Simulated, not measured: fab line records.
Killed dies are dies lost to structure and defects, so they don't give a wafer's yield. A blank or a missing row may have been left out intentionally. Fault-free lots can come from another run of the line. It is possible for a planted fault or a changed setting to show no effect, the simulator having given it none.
Code-filled problem report in 8D (eight disciplines) form -- flow berkeley_cmos170 -- the parts of the form that need people (team, actions taken, sign-off) are left out

== 1. PROBLEM STATEMENT ==
Across 6 wafers from 2 lots, PSD_TW at UCB170_PSD_TW_MEAS_10 averages 30, while fault-free wafers read 2324 with a standard deviation of 22. That is -99 or more standard deviations from the usual mean.
First seen on wafer L214.1, day 8 23:29, on film_metro-04. At this step, 42 wafers from 14 lots have a number in the record. By rule, "out" or "out of limits" means more than 4 standard deviations away from the usual mean. All remaining wafers that have a number are taken as sound.

== 2. WHAT IT IS, AND WHAT IT ISN'T ==
question,is,is not
which readings at this step,PSD_TW,-
which lots,"L214, L218","L208, L211, L216, L221, L222, L223, L224, L225, L227, L228, L229, L230"
which wafers of those lots,all that have a number,-
read on which gauges,film_metro-04,"film_metro-02, film_metro-03"
when,from day 8 23:29,"up to then (6 sound wafers); but 30 sound wafers of L216, L221, L222, L223, L224, L225, L227, L228, L229, L230 came after"

== 3. WHAT RULES OUT EACH SUSPECT ==
Counting: a tool at a process step up to the reading stays a suspect if it ran every lot that is out and no sound lot after the first of them.
- the gauge at UCB170_PSD_TW_MEAS_10 has been ruled out. All the wafers that are out were read on film_metro-04, but those of them that UCB170_PSD_STRIP_09 has rows for are out there too, on other tools.
- plasma_asher-04 at UCB170_NLDD_STRIP_10 (strips in O2): ruled out as a lasting fault. After its first lot that is out, L214 (day 8 16:44), sound lots L222, L224, L225 ran on it.
Left after counting: nothing in the record.

== 4. THE CAUSE (what the simulator had put in) ==
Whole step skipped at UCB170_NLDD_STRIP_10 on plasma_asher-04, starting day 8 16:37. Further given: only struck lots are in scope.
The count ruled it out by mistake, since the rule takes a fault to strike every lot its tool runs from the start of the fault on, and this one did not do so.

== 5. THE EFFECT CHAIN, in route order ==
One row per reading whose mean, taken over the struck wafers that have a number, lies over 3 standard deviations from the usual. Readings are gone through only where the record gives a usual standard deviation; hours: the median, over the lots, of the time from a lot's start at the first step in this table giving one to that lot's start at this step; sigmas: the change measured in usual standard deviations.
hours,step,reading,usual,on struck wafers,change,sigmas
0,UCB170_PSD_STRIP_09,oes_product_au,0.601 a.u.,0.668,+0.067,+14
0,UCB170_PSD_STRIP_09,strip_time_to_endpoint_s,29.40 s,55.50,+26.10,+99 or more
0,UCB170_PSD_TW_MEAS_10,PSD_TW,2324,30,-2294,-99 or more
Process steps it contains:
- UCB170_PSD_STRIP_09: strips in O2.
Readings that are blank on the struck wafers while sound wafers have them: chamber_pressure_mTorr at UCB170_NLDD_STRIP_10; drypump_motor_current_A at UCB170_NLDD_STRIP_10; oes_product_au at UCB170_NLDD_STRIP_10; strip_time_to_endpoint_s at UCB170_NLDD_STRIP_10.

== 6. HOW IT WOULD HAVE BEEN CAUGHT EARLIER ==
In this record the first reading out of limits at a measuring or inspecting step was taken at day 8 23:29, 7 hours after the fault began at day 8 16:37.
At UCB170_NLDD_STRIP_10 the tool's readings are blank on the struck wafers, where sound wafers have them: an empty tool record is the first sign, and it was there at once.
